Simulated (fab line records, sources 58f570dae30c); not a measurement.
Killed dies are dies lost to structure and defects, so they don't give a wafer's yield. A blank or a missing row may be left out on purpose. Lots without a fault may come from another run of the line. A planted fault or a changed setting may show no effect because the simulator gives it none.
One fault seen from 2 desks | flow berkeley_cmos170 | each desk has only its own numbers; what lay behind them comes last

THE METROLOGY DESK
What the gauges read, lot by lot, whatever tool the lot ran on: means of the sampled wafers that have a number. A lot is out of limits, marked OUT, if its mean lies more than 4 standard deviations from the usual mean; the brackets give that distance.
Columns: A = CONTACT_PSG_THK at UCB170_CONTACT_THK_MEAS_02, usual 704 nm; B = V1_POLISHED_THK at UCB170_V1_THK_MEAS_04, usual 999.8 nm
lot  | first seen here | A   | B
L739 | day 8 06:13     | 706 | 998.5
L738 | day 8 08:01     | 702 | 999.3
L741 | day 8 08:04     | 708 | 997.8
L745 | day 9 23:28     | 704 | 1000.4
L744 | day 9 23:46     | 708 | 999.8
L742 | day 10 01:15    | 696 | 998.7
L743 | day 10 01:17    | 705 | 998.8
L746 | day 10 05:21    | 708 | 1000.0
L751 | day 11 08:59    | 700 | 1113.5 (+87) OUT
L750 | day 11 10:47    | 699 | 1114.0 (+88) OUT
L756 | day 12 09:31    | 702 | 1001.1
L757 | day 12 19:08    | 696 | 999.9
L758 | day 12 23:07    | 709 | 1001.0
L761 | day 12 23:11    | 706 | 999.6
This desk's finding: out of limits on L750, L751; first on L751, day 11 20:41 (V1_POLISHED_THK at UCB170_V1_THK_MEAS_04). In limits: L739, L738, L741, L745, L744, L742, L743, L746, L756, L757, L758, L761.

THE TOOL OWNER'S DESK: cmp-01
The tool's own readings at UCB170_V1_CMP_02 (polishes SiO2): means of the sampled wafers that have a number, for each lot that ran on this tool. A lot is out of limits, marked OUT, if its mean lies more than 4 standard deviations from the usual mean; the brackets give that distance.
Columns: A = motor_current_A at UCB170_V1_CMP_02, usual 16.9 A; B = retaining_ring_pressure_frac at UCB170_V1_CMP_02, usual 1.000
lot  | first seen here | A    | B
L739 | day 8 12:44     | 15.9 | 0.998
L738 | day 8 15:23     | 16.9 | 1.000
L741 | day 8 15:41     | 16.6 | 1.003
L744 | day 10 20:04    | 16.9 | 1.000
L745 | day 10 20:25    | 15.8 | 1.005
L742 | day 10 20:40    | 16.6 | 0.996
L751 | day 11 20:19    | 16.6 | 0.998
L750 | day 11 21:38    | 16.1 | 1.001
This desk's finding: nothing out of limits on any of the 8 lots.

PUT TOGETHER
The metrology desk could have raised an alarm at day 11 20:41, on L750, L751.
The tool owner's desk saw nothing out of limits.
The tool owner's desk has L750, L751 on record, within its limits.
Of the lots named, all ran UCB170_V1_CMP_02 on cmp-01.

WHAT THE SIMULATOR HAD PUT IN
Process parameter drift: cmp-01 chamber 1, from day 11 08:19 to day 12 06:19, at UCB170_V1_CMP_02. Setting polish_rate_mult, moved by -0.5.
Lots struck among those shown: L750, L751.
Hours from the fault's start to each desk's first reading out of limits: the metrology desk, 12.
